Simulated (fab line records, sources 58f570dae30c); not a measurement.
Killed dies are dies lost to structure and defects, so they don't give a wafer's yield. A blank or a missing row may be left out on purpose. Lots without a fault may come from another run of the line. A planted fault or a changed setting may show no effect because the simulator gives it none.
fab line records | flow berkeley_cmos170
record lots=15 wafers=45 last_day=13
route steps=331 shown ZERO@13 PWELL@40 NLDD@165
lots that met no fault: from a run of the same line without faults
start_h: hours from the record's first day to the start of the lot's first wafer shown | wait_h: hours since the lot's step before | " the same as in the row above | L1.1+2: a row that stands for several wafers | - no value, or no start given | * or withheld: withheld | < > ~ a bound
route shown NAME@n: a module of which the file shows steps, and the number in the route of the first | usual: mean/standard deviation of fault-free wafers | same: alike in all rows | chamber/n: place in a boat | sites: the reading at each site | _std_site: their standard deviation | _edge_site: outer sites' mean less inner sites' | radius_mm: how far each site lies from the wafer's centre | mask NAME#n: copy n | behind: the tool/chamber that last shaped the wafer | hold: why the lot was held/for how many hours/how that ended | device: the transistor (n, p or np) that didn't switch | end of line: the same wafers' tests at the end of the route | a step without rows: its recipe alone | killed: dies lost to structure and defects at the first sort, not the wafer's yield | map: a wafer's dies, x killed, . not, _ none there
set.NAME: the setting as run; set.NAME@STEP: as run at that earlier step | model.NAME: the simulator's own value behind a step, which no gauge read
steps of the route over a sample of lots; a table a step, a row a wafer
services: from which hour (start_h, from the record's first day; less than 0 if before it) a tool's chamber was out of use, for how many hours, and why
## steps
# step UCB170_ZERO_STRIP_07
# recipe chemistry=O2 power_w=400 pressure_mtorr=3500 platen_temp_c=withheld o2_flow_sccm=400 overash_fraction=0.5
# usual drypump_motor_current_A=5.7/0.66 oes_product_au=0.727/0.004 strip_time_to_endpoint_s=21.52/0.075
# columns lot.wafer tool chamber start_h wait_h drypump_motor_current_A oes_product_au rf_hours_counter_h strip_time_to_endpoint_s
L731.1 plasma_asher-03 0 30.75 0.0 6.0 0.728 29 21.52
L731.4 " 1 " " 4.6 0.728 - 21.57
L731.5 " 0 " " 6.0 0.727 - 21.50
L733.1 plasma_asher-03 1 39.55 0.0 4.7 0.725 30 21.65
L733.3 " 0 " " 6.0 0.727 - 21.59
L733.4 " 1 " " 4.7 0.730 - 21.62
L732.1 plasma_asher-02 1 39.67 0.0 6.6 0.721 20 21.52
L732.3 " 1 " " 6.6 0.728 - 21.57
L732.4 " 0 " " 6.1 0.730 - 21.55
L734.3 plasma_asher-02 0 49.13 0.0 6.1 0.725 - 21.50
L734.4 " 1 " " 6.6 0.733 - 21.52
L734.5 " 0 " " 6.2 0.732 - 21.54
L735.3 plasma_asher-03 1 49.37 0.0 4.7 0.729 - 21.50
L735.5 " 0 " " 6.0 0.729 - 21.49
L735.6 " 1 " " 4.7 0.725 - 21.55
L736.1 plasma_asher-02 0 54.70 0.0 6.1 0.731 22 21.49
L736.2 " 1 " " 6.6 0.728 22 21.54
L736.5 " 1 " " 6.6 0.726 - 21.58
L737.3 plasma_asher-03 0 55.01 0.0 6.0 0.725 - 21.47
L737.4 " 1 " " 4.6 0.732 - 21.48
L737.6 " 1 " " 4.7 0.720 - 21.50
L740.1 plasma_asher-03 1 71.88 0.0 4.7 0.730 33 21.41
L740.5 " 1 " " 4.7 0.726 - 21.42
L740.6 " 0 " " 6.0 0.729 - 21.42
L742.1 plasma_asher-03 1 79.57 0.0 4.6 0.723 34 21.60
L742.2 " 0 " " 6.0 0.721 34 21.61
L742.6 " 0 " " 6.0 0.726 - 21.57
L743.2 plasma_asher-02 0 88.52 0.0 6.1 0.731 26 21.49
L743.3 " 1 " " 6.6 0.724 - 21.49
L743.4 " 0 " " 6.1 0.720 - 21.51
L745.2 plasma_asher-01 0 99.40 0.0 5.7 0.732 37 21.59
L745.3 " 1 " " 5.2 0.725 - 21.51
L745.5 " 1 " " 5.2 0.725 - 21.49
L748.1 plasma_asher-02 1 115.98 0.0 6.6 0.722 29 21.48
L748.2 " 0 " " 6.1 0.729 29 21.51
L748.5 " 0 " " 6.2 0.727 - 21.50
L749.1 plasma_asher-03 0 116.39 0.0 5.9 0.727 38 21.66
L749.3 " 1 " " 4.6 0.730 - 21.68
L749.4 " 0 " " 6.0 0.727 - 21.67
L750.1 plasma_asher-01 1 124.93 0.0 5.2 0.728 1 21.43
L750.3 " 1 " " 5.3 0.735 - 21.40
L750.4 " 0 " " 5.7 0.732 - 21.51
L752.3 plasma_asher-01 0 135.40 0.0 5.7 0.728 - 21.49
L752.5 " 0 " " 5.7 0.727 - 21.48
L752.6 " 1 " " 5.2 0.728 - 21.50
# step UCB170_PWELL_THK_MEAS_06
# recipe reads=Si3N4_of_PWELL_CVD_05
# usual PWELL_NITRIDE_THK=219.8/2
# columns lot.wafer tool chamber start_h wait_h PWELL_NITRIDE_THK[nm]
L731.1 film_metro-02 - 73.47 0.0 218.1
L731.4 " - " " 217.4
L731.5 " - " " 217.4
L732.1 film_metro-01 - 73.47 0.0 217.1
L732.3 " - " " 215.5
L732.4 " - " " 216.6
L733.1 film_metro-04 - 73.47 0.0 220.3
L733.3 " - " " 220.1
L733.4 " - " " 219.5
L734.3 film_metro-01 - 81.42 0.0 219.9
L734.4 " - " " 220.7
L734.5 " - " " 220.0
L735.3 film_metro-04 - 81.42 0.0 221.1
L735.5 " - " " 223.4
L735.6 " - " " 221.1
L736.1 film_metro-04 - 89.60 0.0 216.8
L736.2 " - " " 217.3
L736.5 " - " " 216.0
L737.3 film_metro-01 - 89.62 0.0 219.9
L737.4 " - " " 219.6
L737.6 " - " " 219.9
L740.1 film_metro-01 - 105.17 0.0 219.0
L740.5 " - " " 218.3
L740.6 " - " " 218.6
L742.1 film_metro-04 - 112.25 0.0 222.0
L742.2 " - " " 222.0
L742.6 " - " " 223.4
L743.2 film_metro-01 - 125.86 0.0 221.5
L743.3 " - " " 221.9
L743.4 " - " " 220.2
L745.2 film_metro-02 - 137.59 0.0 219.0
L745.3 " - " " 219.0
L745.5 " - " " 218.5
L748.1 film_metro-02 - 152.17 0.0 219.4
L748.2 " - " " 217.6
L748.5 " - " " 217.5
L749.1 film_metro-01 - 152.17 0.0 221.5
L749.3 " - " " 221.1
L749.4 " - " " 221.9
L750.1 film_metro-04 - 160.61 0.0 218.9
L750.3 " - " " 216.9
L750.4 " - " " 220.0
L752.3 film_metro-04 - 175.84 0.0 222.0
L752.5 " - " " 222.2
L752.6 " - " " 221.8
# step UCB170_NLDD_OVL_MEAS_07
# usual NLDD_OVL=2/6.2
# columns lot.wafer tool chamber start_h wait_h NLDD_OVL[nm]
L732.1 overlay-02 - 179.25 0.1 2
L732.3 " - " " 2
L732.4 " - " " 15
L733.1 overlay-02 - 179.80 0.1 -2
L733.3 " - " " -5
L733.4 " - " " -13
L731.1 overlay-01 - 180.53 0.1 5
L731.4 " - " " 4
L731.5 " - " " 0
L734.3 overlay-01 - 186.55 0.1 -5
L734.4 " - " " -4
L734.5 " - " " -4
L735.3 overlay-02 - 186.87 0.1 -1
L735.5 " - " " -3
L735.6 " - " " 1
L736.1 overlay-02 - 193.67 0.1 -3
L736.2 " - " " 5
L736.5 " - " " -3
L737.3 overlay-01 - 193.94 0.1 -1
L737.4 " - " " -3
L737.6 " - " " -2
L740.1 overlay-02 - 212.77 0.1 5
L740.5 " - " " 3
L740.6 " - " " 5
L742.1 overlay-02 - 215.35 0.1 -4
L742.2 " - " " 8
L742.6 " - " " 6
L743.2 overlay-02 - 237.79 0.1 7
L743.3 " - " " 6
L743.4 " - " " 9
L745.2 overlay-02 - 244.71 0.1 -4
L745.3 " - " " 0
L745.5 " - " " 1
L748.1 overlay-01 - 251.35 0.1 4
L748.2 " - " " 7
L748.5 " - " " 10
L749.1 overlay-02 - 251.78 0.1 -16
L749.3 " - " " -6
L749.4 " - " " -13
L750.1 overlay-02 - 267.34 0.1 -4
L750.3 " - " " 5
L750.4 " - " " 5
L752.3 overlay-02 - 276.45 0.1 5
L752.5 " - " " 8
L752.6 " - " " 7
# step UCB170_NLDD_IMPLANT_08
# recipe species=As dose_cm2=5e+13 energy_kev=30 tilt_deg=7 rotation_deg=0
# usual dose_ions_cm2=4.999e+13/5.2e+10 end_station_pressure_torr=5.14e-06/2.9e-07 faraday_current_uA=159/3.2
# columns lot.wafer tool chamber start_h wait_h dose_ions_cm2 end_station_pressure_torr faraday_current_uA
L732.1 implanter-02 0 179.29 0.0 4.998e+13 5.42e-06 158
L732.3 " 0 " " 4.995e+13 5.53e-06 160
L732.4 " 0 " " 5.005e+13 5.59e-06 158
L733.1 implanter-01 0 179.84 0.0 4.987e+13 5.18e-06 159
L733.3 " 0 " " 4.991e+13 4.95e-06 158
L733.4 " 0 " " 4.994e+13 5.04e-06 159
L731.1 implanter-03 0 180.56 0.0 5.001e+13 4.96e-06 160
L731.4 " 0 " " 4.995e+13 5.09e-06 153
L731.5 " 0 " " 5.001e+13 4.88e-06 156
L734.3 implanter-03 0 186.62 0.1 4.998e+13 4.81e-06 166
L734.4 " 0 " " 4.994e+13 5.16e-06 159
L734.5 " 0 " " 5.003e+13 4.8e-06 157
L735.3 implanter-01 0 186.94 0.1 4.995e+13 4.92e-06 160
L735.5 " 0 " " 4.997e+13 5.28e-06 161
L735.6 " 0 " " 4.998e+13 5.25e-06 158
L736.1 implanter-01 0 193.71 0.0 5.001e+13 5.54e-06 157
L736.2 " 0 " " 5.005e+13 5.4e-06 160
L736.5 " 0 " " 4.997e+13 4.62e-06 153
L737.3 implanter-03 0 194.01 0.1 5.001e+13 5.33e-06 159
L737.4 " 0 " " 4.993e+13 5.13e-06 156
L737.6 " 0 " " 5.001e+13 5.07e-06 156
L740.1 implanter-03 0 212.81 0.0 4.993e+13 5.28e-06 163
L740.5 " 0 " " 5.002e+13 4.6e-06 155
L740.6 " 0 " " 4.989e+13 5.19e-06 159
L742.1 implanter-01 0 215.39 0.0 7.251e+13 5e-06 228
L742.2 " 0 " " 7.251e+13 5.28e-06 232
L742.6 " 0 " " 7.249e+13 5.06e-06 232
L743.2 implanter-01 0 237.85 0.0 7.259e+13 5.23e-06 230
L743.3 " 0 " " 7.246e+13 5.74e-06 227
L743.4 " 0 " " 7.246e+13 5e-06 235
L745.2 implanter-01 0 244.77 0.0 7.25e+13 5.44e-06 227
L745.3 " 0 " " 7.246e+13 4.75e-06 223
L745.5 " 0 " " 7.261e+13 5.11e-06 234
L748.1 implanter-02 0 251.39 0.0 5.006e+13 5.21e-06 159
L748.2 " 0 " " 4.991e+13 5.13e-06 160
L748.5 " 0 " " 4.995e+13 5.11e-06 158
L749.1 implanter-03 0 251.81 0.0 5.002e+13 5.2e-06 161
L749.3 " 0 " " 4.999e+13 5.28e-06 168
L749.4 " 0 " " 4.996e+13 4.9e-06 156
L750.1 implanter-02 0 267.38 0.0 4.992e+13 5.07e-06 161
L750.3 " 0 " " 4.997e+13 5.39e-06 164
L750.4 " 0 " " 5.002e+13 5.32e-06 158
L752.3 implanter-03 0 276.52 0.1 5.001e+13 5.46e-06 159
L752.5 " 0 " " 5.004e+13 5.57e-06 164
L752.6 " 0 " " 5.002e+13 4.93e-06 163
# step UCB170_NLDD_TW_MEAS_11
# usual NLDD_TW=2219/36
# columns lot.wafer tool chamber start_h wait_h NLDD_TW
L732.1 film_metro-02 - 179.69 0.1 2188
L732.3 " - " " 2179
L732.4 " - " " 2195
L733.1 film_metro-04 - 180.24 0.1 2278
L733.3 " - " " 2261
L733.4 " - " " 2272
L731.1 film_metro-04 - 180.96 0.1 2266
L731.4 " - " " 2271
L731.5 " - " " 2283
L734.3 film_metro-04 - 186.99 0.1 2280
L734.4 " - " " 2259
L734.5 " - " " 2264
L735.3 film_metro-02 - 187.31 0.1 2176
L735.5 " - " " 2177
L735.6 " - " " 2186
L736.1 film_metro-04 - 194.11 0.1 2261
L736.2 " - " " 2260
L736.5 " - " " 2273
L737.3 film_metro-02 - 194.38 0.1 2169
L737.4 " - " " 2180
L737.6 " - " " 2182
L740.1 film_metro-02 - 213.21 0.1 2177
L740.5 " - " " 2167
L740.6 " - " " 2173
L742.1 film_metro-04 - 215.79 0.1 2383
L742.2 " - " " 2392
L742.6 " - " " 2383
L743.2 film_metro-03 - 238.23 0.1 2314
L743.3 " - " " 2324
L743.4 " - " " 2326
L745.2 film_metro-02 - 245.15 0.1 2308
L745.3 " - " " 2301
L745.5 " - " " 2294
L748.1 film_metro-03 - 251.79 0.1 2185
L748.2 " - " " 2199
L748.5 " - " " 2205
L749.1 film_metro-03 - 252.21 0.1 2203
L749.3 " - " " 2201
L749.4 " - " " 2194
L750.1 film_metro-02 - 267.78 0.1 2195
L750.3 " - " " 2206
L750.4 " - " " 2202
L752.3 film_metro-02 - 276.89 0.1 2201
L752.5 " - " " 2202
L752.6 " - " " 2210
# step UCB170_SDANNEAL_RS_MEAS_05
# recipe thk_meas_gauge=four-point-probe
# usual NLDD_RS=616.9/1.3
# columns lot.wafer tool chamber start_h wait_h NLDD_RS[ohm/sq]
L733.1 film_metro-02 - 190.65 0.1 615.4
L733.3 " - " " 614.7
L733.4 " - " " 615.0
L731.1 film_metro-04 - 190.95 0.1 613.7
L731.4 " - " " 616.6
L731.5 " - " " 615.4
L732.1 film_metro-02 - 191.34 0.1 616.9
L732.3 " - " " 615.3
L732.4 " - " " 614.1
L734.3 film_metro-04 - 201.38 0.1 613.7
L734.4 " - " " 616.4
L734.5 " - " " 615.6
L736.1 film_metro-02 - 201.76 0.1 617.9
L736.2 " - " " 617.3
L736.5 " - " " 617.0
L735.3 film_metro-03 - 201.95 0.1 616.1
L735.5 " - " " 617.1
L735.6 " - " " 616.7
L737.3 film_metro-04 - 202.22 0.1 619.3
L737.4 " - " " 620.2
L737.6 " - " " 619.0
L740.1 film_metro-02 - 224.15 0.1 616.8
L740.5 " - " " 618.2
L740.6 " - " " 617.0
L742.1 film_metro-04 - 226.73 0.1 538.0
L742.2 " - " " 537.2
L742.6 " - " " 537.5
L743.2 film_metro-03 - 250.29 0.1 537.3
L743.3 " - " " 537.7
L743.4 " - " " 537.6
L745.2 film_metro-04 - 256.64 0.1 536.7
L745.3 " - " " 536.5
L745.5 " - " " 535.7
L748.1 film_metro-04 - 266.27 0.1 618.2
L748.2 " - " " 616.0
L748.5 " - " " 614.6
L749.1 film_metro-02 - 266.69 0.1 615.7
L749.3 " - " " 615.5
L749.4 " - " " 616.3
L750.1 film_metro-04 - 278.14 0.1 617.1
L750.3 " - " " 616.8
L750.4 " - " " 618.3
L752.3 film_metro-03 - 292.89 0.1 615.4
L752.5 " - " " 615.4
L752.6 " - " " 616.5
## services
# columns tool chamber start_h hours kind
plasma_asher-01 - 26.36 2.6 repair
implanter-03 - 32.92 2.6 repair
implanter-03 - 99.48 1.7 repair
implanter-01 - 107.70 15.7 repair
plasma_asher-01 - 108.75 9.0 pm
plasma_asher-01 0 108.75 9.0 vent_cycle
plasma_asher-01 1 108.75 9.0 vent_cycle
plasma_asher-01 0 117.75 - clean
plasma_asher-01 1 117.75 - clean
plasma_asher-03 - 123.51 3.5 repair
implanter-02 - 135.05 1.7 repair
implanter-01 - 188.04 4.6 pm
implanter-02 - 192.99 2.3 repair
implanter-02 - 215.42 0.5 repair
implanter-02 - 226.81 4.3 repair
## key
first_sign step=UCB170_NLDD_IMPLANT_08 reading=dose_ions_cm2 direction=up sigmas=99+ usual=4.999e+13 struck=7.251e+13
effect step=UCB170_NLDD_IMPLANT_08 reading=faraday_current_uA direction=up sigmas=22 usual=159 struck=230
effect step=UCB170_NLDD_TW_MEAS_11 reading=NLDD_TW direction=up sigmas=3.3 usual=2219 struck=2336
effect step=UCB170_SDANNEAL_RS_MEAS_05 reading=NLDD_RS direction=down sigmas=61 usual=616.9 struck=537.1
met_at UCB170_NLDD_IMPLANT_08
struck_lots L742,L743,L745
tester_left_out L742,L743,L745
not_acting_at UCB170_ZERO_STRIP_07,UCB170_PWELL_THK_MEAS_06,UCB170_NLDD_OVL_MEAS_07
onset_between 193.71 215.39
fault kind=process_parameter_drift tool=implanter-01 chamber=- onset_h=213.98 steps=UCB170_NLDD_IMPLANT_08 channel=dose_cm2 offset=2.25e+13 shape=step end_h=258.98 acts_in=these_recipes_only stated=5e+13
# tester_left_out: of these lots the tester's yield and bins aren't shown, on N5 and GAA mostly nor the transistor test; their killed dies are dies lost to structure and defects alone, not to doping, threshold or leakage, so they don't give the yield
